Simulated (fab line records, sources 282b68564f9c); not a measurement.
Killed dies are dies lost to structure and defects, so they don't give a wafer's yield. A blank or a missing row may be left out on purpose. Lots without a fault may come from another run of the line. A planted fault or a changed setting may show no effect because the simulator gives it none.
A struck lot beside a sound one | flow rit_cmos | 43 steps out of a route of 202
Sound: wafers L790.1, L790.3, L790.5. Struck: wafers L802.1, L802.3, L802.6. The cause comes at the end.
At each step with rows: each side's tool, then ch and its chambers, then its first start. Under that, the readings that differ: sound wafers | struck wafers | difference of the means | sigmas: that difference in standard deviations of wafers without a fault.
alike: readings whose means differ by less than 2 such deviations, and words and numbers that are the same on both sides. not compared: withheld readings, readings that some wafer has no value for, bounds like >300 that may hide the same value, and numbers for which the record gives no deviation and whose values overlap.
The two part at a step that has a row with sigmas, a row that says differs or no value, or rows on one side only. Numbers that don't overlap but have no deviation are shown without sigmas and don't part them. A reading that every wafer of one side lacks parts them only if that side has two wafers or more.

first, 2 steps without rows for these wafers: RIT_PLDD_PEB_04; RIT_PLDD_DEVELOP_05 (develop time 50 s).
RIT_PLDD_OVL_MEAS_06:
  sound on overlay-01, day 3 20:19; struck on overlay-02, day 6 05:06
  alike: PLDD_OVL
then, 2 steps without rows for these wafers: RIT_PLDD_HARDBAKE_07 (time 60 s); RIT_PLDD_IMPLANT_08.
RIT_PLDD_STRIP_09: strips in O2, time 180 s.
  sound on plasma_asher-04 ch 0,1, day 3 20:39; struck on plasma_asher-04 ch 0,1, day 6 05:26
  alike: drypump_motor_current_A
  not compared: rf_hours_counter_h
RIT_PLDD_TW_MEAS_10:
  sound on film_metro-01, day 3 20:49; struck on film_metro-02, day 6 05:37
  alike: PLDD_TW
then, 4 steps without rows for these wafers: RIT_SPACER_CLEAN_00 (cleans in SC1, time 600 s); RIT_SPACER_CLEAN_01 (cleans in dHF, time 30 s); RIT_SPACER_CLEAN_02 (cleans in SC2, time 600 s); RIT_SPACER_CVD_03 (deposits Si3N4 from SiH2Cl2/NH3, target thk 250 nm, time 3300 s).
RIT_SPACER_THK_MEAS_04:
  sound on film_metro-01, day 3 23:10; struck on film_metro-03, day 6 07:58
  alike: SPACER_NITRIDE_THK
RIT_SPACER_ETCHBACK_05: etches Si3N4 in SF6/CHF3, stops on SiO2, target depth 250 nm, time 240 s.
  sound on rie_diel-02 ch 0,3, day 3 23:14; struck on rie_diel-02 ch 0,2,3, day 6 08:01
  alike: CHF3_flow_sccm, drypump_motor_current_A, oes_product_au, throttle_valve_pct
  not compared: rf_hours_counter_h
then, 6 steps without rows for these wafers: RIT_NSD_HMDS_00 (prime time 60 s); RIT_NSD_COAT_01 (resist thk 1000 nm); RIT_NSD_SOFTBAKE_02 (time 60 s); RIT_NSD_EXPOSE_03 (exposes mask M9, target cd 40700 nm); RIT_NSD_PEB_04; RIT_NSD_DEVELOP_05 (develop time 50 s).
RIT_NSD_OVL_MEAS_06:
  sound on overlay-02, day 4 00:14; struck on overlay-02, day 6 09:13
  alike: NSD_OVL
then, 2 steps without rows for these wafers: RIT_NSD_HARDBAKE_07 (time 60 s); RIT_NSD_IMPLANT_08.
RIT_NSD_STRIP_09: strips in O2, time 180 s.
  sound on plasma_asher-02 ch 0,1, day 4 00:34; struck on plasma_asher-04 ch 0,1, day 6 09:33
  alike: drypump_motor_current_A
  not compared: rf_hours_counter_h
RIT_NSD_TW_MEAS_10:
  sound on film_metro-02, day 4 00:44; struck on film_metro-02, day 6 09:43
  alike: NSD_TW
then, 6 steps without rows for these wafers: RIT_PSD_HMDS_00 (prime time 60 s); RIT_PSD_COAT_01 (resist thk 1000 nm); RIT_PSD_SOFTBAKE_02 (time 60 s); RIT_PSD_EXPOSE_03 (exposes mask M10, target cd 40900 nm); RIT_PSD_PEB_04; RIT_PSD_DEVELOP_05 (develop time 50 s).
RIT_PSD_OVL_MEAS_06:
  sound on overlay-02, day 4 01:46; struck on overlay-01, day 6 10:46
  alike: PSD_OVL
then, 2 steps without rows for these wafers: RIT_PSD_HARDBAKE_07 (time 60 s); RIT_PSD_IMPLANT_08.
RIT_PSD_STRIP_09: strips in O2, time 180 s.
  sound on plasma_asher-01 ch 0,1, day 4 02:05; struck on plasma_asher-02 ch 0,1, day 6 11:05
  alike: drypump_motor_current_A
  not compared: rf_hours_counter_h
RIT_PSD_TW_MEAS_10:
  sound on film_metro-01, day 4 02:16; struck on film_metro-01, day 6 11:16
  alike: PSD_TW
then, 3 steps without rows for these wafers: RIT_SDANNEAL_CLEAN_00 (cleans in SC1, time 600 s); RIT_SDANNEAL_CLEAN_01 (cleans in dHF, time 30 s); RIT_SDANNEAL_CLEAN_02 (cleans in SC2, time 600 s).
RIT_SDANNEAL_RTA_03: time 5 s.
  sound on rtp_anneal-02 ch 0, day 4 02:41; struck on rtp_anneal-02 ch 0, day 6 11:43
  alike: wafer_temp_C_max
RIT_SDANNEAL_RS_MEAS_04: measures by four-point-probe.
  sound on film_metro-01, day 4 02:45; struck on film_metro-03, day 6 11:46
  alike: PSD_RS
RIT_SDANNEAL_RS_MEAS_05: measures by four-point-probe.
  sound on film_metro-01, day 4 02:52; struck on film_metro-03, day 6 11:53
  alike: NSD_RS
RIT_SDANNEAL_RS_MEAS_06: measures by four-point-probe.
  sound on film_metro-01, day 4 02:59; struck on film_metro-03, day 6 12:01
  alike: PLDD_RS
RIT_M1_PROBE_99:
  the record has rows for the struck wafers here (prober-01, day 6 19:20) and none for the sound ones

WHERE THEY PART
Only at RIT_M1_PROBE_99, within this record.

WHY: what the simulator had put in
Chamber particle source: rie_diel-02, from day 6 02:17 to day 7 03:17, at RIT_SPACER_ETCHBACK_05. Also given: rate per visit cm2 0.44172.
